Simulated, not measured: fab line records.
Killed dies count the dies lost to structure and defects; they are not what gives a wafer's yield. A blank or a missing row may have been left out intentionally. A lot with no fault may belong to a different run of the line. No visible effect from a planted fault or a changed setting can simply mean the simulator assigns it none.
Comparing a struck lot with a sound one    flow rit-cmos    21 steps out of a route of 202
Sound: wafers L854.4, L854.5, L854.6. Wafers L858.1, L858.3, L858.4 were the ones struck. The cause is given at the end.
Each step with rows lists, per side, the tool, then ch with its chambers, then its first start. Under that, the readings that differ: sound wafers    struck wafers    difference of the means    sigmas: that difference in standard deviations of wafers without a fault.
alike: a reading whose means differ by less than 2 such deviations, as well as words and numbers matching on both sides. not compared: withheld readings; readings where some wafer has no value; bounds like >300 that might hide an equal value; numbers whose values overlap and for which the record gives no deviation.
A row with sigmas, a row that says differs or no value, or rows on one side alone: a step with any of these is where the two part. When numbers do not overlap yet have no deviation, they are printed without sigmas and do not part them. A reading missing from all wafers of one side parts the sides only when that side holds two or more wafers.

first, 1 step without rows for these wafers: RIT_SILICIDE_WET_ETCH_00 (etches SiO2 in BOE, target depth 14 nm, time 15 s).
RIT_SILICIDE_SPUTTER_01: material Ti, target thk 30 nm, time 240 s.
  sound on pvd-sputter-02 at day 4 12:50; struck on pvd-sputter-02 at day 5 10:35
  alike: chamber-pressure-pa, throttle-valve-pct
RIT_SILICIDE_RS_MEAS_02: measurement is done with a four-point probe.
  sound on film-metro-04 at day 4 13:02; struck on film-metro-04 at day 5 10:44
  alike: SILICIDE_TI_RS
RIT_SILICIDE_THK_MEAS_03: measures by xrf.
  sound on film-metro-04 at day 4 13:08; struck on film-metro-04 at day 5 10:52
  alike: SILICIDE_TI_THK
RIT_SILICIDE_RTA_04: time 10 s, ramp up 5 s, ramp down 5 s.
  sound on rtp-anneal-02 ch 0, day 4 13:11; struck on rtp-anneal-02 ch 0, day 5 10:55
  alike: wafer_temp_C_max
then, 1 step without rows for these wafers: RIT_SILICIDE_WET_ETCH_05 (etches Ti in SPM, time 120 s).
RIT_SILICIDE_RTA_06: time 10 s, ramp up 5 s, ramp down 10 s.
  sound on rtp-anneal-01 ch 0, day 4 13:18; struck on rtp-anneal-01 ch 0, day 5 11:02
  alike: wafer_temp_C_max
RIT_CONTACT_CVD_00: deposits SiO2 from TEOS, target thk 400 nm, time 60.06 s.
  sound on pecvd-02 ch 0,1,2, day 4 13:22; struck on pecvd-04 ch 1,2, day 5 11:10
reading             sound              struck             difference  sigmas
rf-fwd-power-W (W)  396.4 397.0 398.7  393.3 397.6 391.8  -3.1        -2
  alike: heater-power-w, susceptor-temp-C
RIT_CONTACT_THK_MEAS_01:
  sound on film-metro-02 at day 4 13:25; struck on film-metro-02 at day 5 11:13
  alike: CONTACT_TEOS_THK
then, 3 steps without rows for these wafers: RIT_CONTACT_HMDS_02 (prime time 60 s); RIT_CONTACT_COAT_03 (resist thk 1000 nm); RIT_CONTACT_SOFTBAKE_04 (time 60 s).
RIT_CONTACT_EXPOSE_05: exposes mask M11, target cd 1000 nm.
  sound on iline-stepper-02 ch 0, day 4 14:05; struck on iline-stepper-01 ch 0, day 5 11:43
reading               sound                 struck                difference  sigmas
exposure-dose-mJ-cm2  250.42 249.65 250.23  222.40 222.40 222.54  -27.65      -99 or more
  alike: mask
then, 2 steps without rows for these wafers: RIT_CONTACT_PEB_06; RIT_CONTACT_DEVELOP_07 (develop time 120 s).
RIT_CONTACT_CD_MEAS_08: target cd 1000 nm.
  sound on cd-sem-02 at day 4 14:36; struck on cd-sem-02 at day 5 12:32
reading     sound              struck             difference  sigmas
cd-nm (nm)  996.3 998.7 996.9  960.3 962.0 964.4  -35.1       -15
  not compared: hold
RIT_CONTACT_OVL_MEAS_09:
  sound on overlay-01 at day 4 14:40; struck on overlay-01 at day 5 15:12
reading  sound  struck                                                                      difference                    sigmas
hold     - - -  await-dispo/2.6h/release await-dispo/2.6h/release await-dispo/2.6h/release  no value on the sound wafers  
  alike: CONTACT_OVL
then, 1 step without rows for these wafers: RIT_CONTACT_HARDBAKE_10 (time 60 s).
RIT_CONTACT_ETCH_11: etches SiO2 in CHF3/CF4/Ar, stops on TiSi2, target depth 480 nm, time 320 s.
  sound on rie-diel-01 ch 2,3, day 4 14:50; struck on rie-diel-01 ch 0,2,3, day 5 15:25
reading                   sound            struck             difference  sigmas
model.CONTACT.cd-nm (nm)  996.7 999 996.8  960.2 961.4 963.9  -35.7       
  alike: CHF3_flow_sccm, drypump-motor-current-A, oes-product-au, rf-fwd-power-W, throttle-valve-pct
  not compared: rf-hours-counter-h
RIT_CONTACT_STRIP_12: strips in O2, time 180 s.
  sound on plasma-asher-03 ch 0,1, day 4 15:05; struck on plasma-asher-02 ch 0,1, day 5 17:52
  alike: drypump-motor-current-A
  not compared: rf-hours-counter-h
RIT_M1_PROBE_99:
  the record holds rows for the sound wafers here (prober-01, day 4 20:07) but none for the struck ones

WHERE THEY PART
Last at RIT_M1_PROBE_99 as far as this record goes, first at RIT_CONTACT_CVD_00.

WHY: what the simulator had put in
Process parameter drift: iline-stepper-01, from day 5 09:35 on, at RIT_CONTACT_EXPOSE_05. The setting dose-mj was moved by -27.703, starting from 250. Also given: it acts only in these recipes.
